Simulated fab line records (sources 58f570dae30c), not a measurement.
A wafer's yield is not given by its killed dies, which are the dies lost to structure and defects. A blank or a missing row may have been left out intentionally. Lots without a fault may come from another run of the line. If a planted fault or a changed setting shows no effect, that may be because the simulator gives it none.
Which of the tools did it? ; flow berkeley cmos170 ; 14 lots with 42 wafers sampled at 2 steps, on a route of 331 steps

WHAT THE GAUGES READ, wafer by wafer
Not one reading of a measure or inspect step in the record can be checked against a usual standard deviation.

WHAT TOOL EACH LOT RAN ON (gives the tool, then ch and the chambers of the sampled wafers, and finally the start)
lot;UCB170_M3_METAL_ETCH_18;UCB170_M3_STRIP_19
L470;rie metal-02 ch 0, day 7 18:19;plasma asher-02 ch 0,1, day 7 18:42
L471;rie metal-01 ch 0,1, day 7 18:34;plasma asher-04 ch 0,1, day 7 18:45
L472;rie metal-01 ch 0,1, day 8 02:57;plasma asher-02 ch 0,1, day 8 03:08
L476;rie metal-01 ch 0,1, day 9 11:23;plasma asher-01 ch 0,1, day 9 11:34
L477;rie metal-01 ch 0,1, day 9 12:55;plasma asher-04 ch 0,1, day 9 13:07
L484;rie metal-02 ch 0,1, day 10 17:57;plasma asher-04 ch 0,1, day 10 18:08
L485;rie metal-03 ch 0,1, day 10 18:14;plasma asher-01 ch 0,1, day 10 18:25
L486;rie metal-03 ch 0,1, day 11 05:26;plasma asher-01 ch 0, day 11 05:37
L488;rie metal-02 ch 0,1, day 11 20:13;plasma asher-01 ch 0,1, day 11 20:23
L489;rie metal-03 ch 0,1, day 11 23:28;plasma asher-02 ch 1, day 11 23:39
L491;rie metal-03 ch 0,1, day 12 16:38;plasma asher-04 ch 0,1, day 12 16:50
L490;rie metal-02 ch 0, day 12 17:03;plasma asher-01 ch 0,1, day 12 17:14
L492;rie metal-01 ch 0,1, day 13 00:41;plasma asher-04 ch 0,1, day 13 00:52
L493;rie metal-02 ch 0,1, day 13 12:38;plasma asher-04 ch 0,1, day 13 12:47
- UCB170_M3_METAL_ETCH_18: etches Al in Cl2/BCl3, stops on SiO2, target depth 1170 nm, time 195 s.
- UCB170_M3_STRIP_19: strips in O2.

WHAT THE TOOLS THEMSELVES READ (means of the sampled wafers that have a number; where no wafer has one, the mark that the record gives instead)
UCB170_M3_METAL_ETCH_18.
lot;tool;chamber pressure mTorr (mTorr);drypump motor current A (A);he backside leak sccm (sccm);oes product au (a.u.);throttle valve pct (%)
L470;rie metal-02;12.006;6.4;3.49;0.846;24.25
L471;rie metal-01;12.002;5.5;2.96;0.866;24.48
L472;rie metal-01;12.003;5.5;2.99;0.863;24.48
L476;rie metal-01;18.005;5.3;3.15;0.870;24.59
L477;rie metal-01;18.001;5.5;3.19;0.870;24.49
L484;rie metal-02;11.995;6.2;3.30;0.844;24.30
L485;rie metal-03;11.995;5.1;3.15;0.857;24.31
L486;rie metal-03;12.011;5.4;3.34;0.862;24.34
L488;rie metal-02;11.988;5.9;3.21;0.859;24.36
L489;rie metal-03;11.991;5.1;3.16;0.860;24.32
L491;rie metal-03;11.994;5.1;3.29;0.848;24.32
L490;rie metal-02;11.998;6.4;3.39;0.846;24.26
L492;rie metal-01;11.989;5.3;3.07;0.865;24.60
L493;rie metal-02;11.989;6.2;3.39;0.851;24.31

UCB170_M3_STRIP_19.
lot;tool;drypump motor current A (A);oes product au (a.u.)
L470;plasma asher-02;5.2;0.542
L471;plasma asher-04;5.8;0.550
L472;plasma asher-02;5.2;0.547
L476;plasma asher-01;6.2;0.510
L477;plasma asher-04;5.8;0.499
L484;plasma asher-04;6.0;0.537
L485;plasma asher-01;6.3;0.562
L486;plasma asher-01;6.1;0.553
L488;plasma asher-01;6.2;0.536
L489;plasma asher-02;5.7;0.551
L491;plasma asher-04;5.8;0.546
L490;plasma asher-01;6.2;0.532
L492;plasma asher-04;5.8;0.547
L493;plasma asher-04;6.0;0.532

THE ANSWER, worked out from the rows above alone
Rule: the usual values come from the lots themselves. The widest of any qualifying gaps counts: lots, ordered by their means at a reading, are off when they make up no more than a third of the lots, leave a main group of 4 or more, and stand apart from it by 3 or more times the standard deviation of that group's means. A main group whose means are all the same, to the digits that the tables above print for the reading, isn't used. Also off: a lot with no number at a reading for which 4 or more lots have one. Where the step has rows for the other lots, those lots are counted as sound. After the gauges, taken in route order, come the tools' own readings; for these a lot's mean is taken, as printed above. At the first step where some lot is off, the reading lying furthest off is the one used; lots without a number count as furthest.
Off at UCB170_M3_METAL_ETCH_18 (chamber pressure mTorr): L476, L477. For the main group the mean is 11.997 mTorr and the standard deviation 0.0071.
A tool fits if, at that step or a process step before it, it ran every lot that is off, and no sound lot after the first of them. None of those tried fits.

WHAT THE SIMULATOR PUT IN
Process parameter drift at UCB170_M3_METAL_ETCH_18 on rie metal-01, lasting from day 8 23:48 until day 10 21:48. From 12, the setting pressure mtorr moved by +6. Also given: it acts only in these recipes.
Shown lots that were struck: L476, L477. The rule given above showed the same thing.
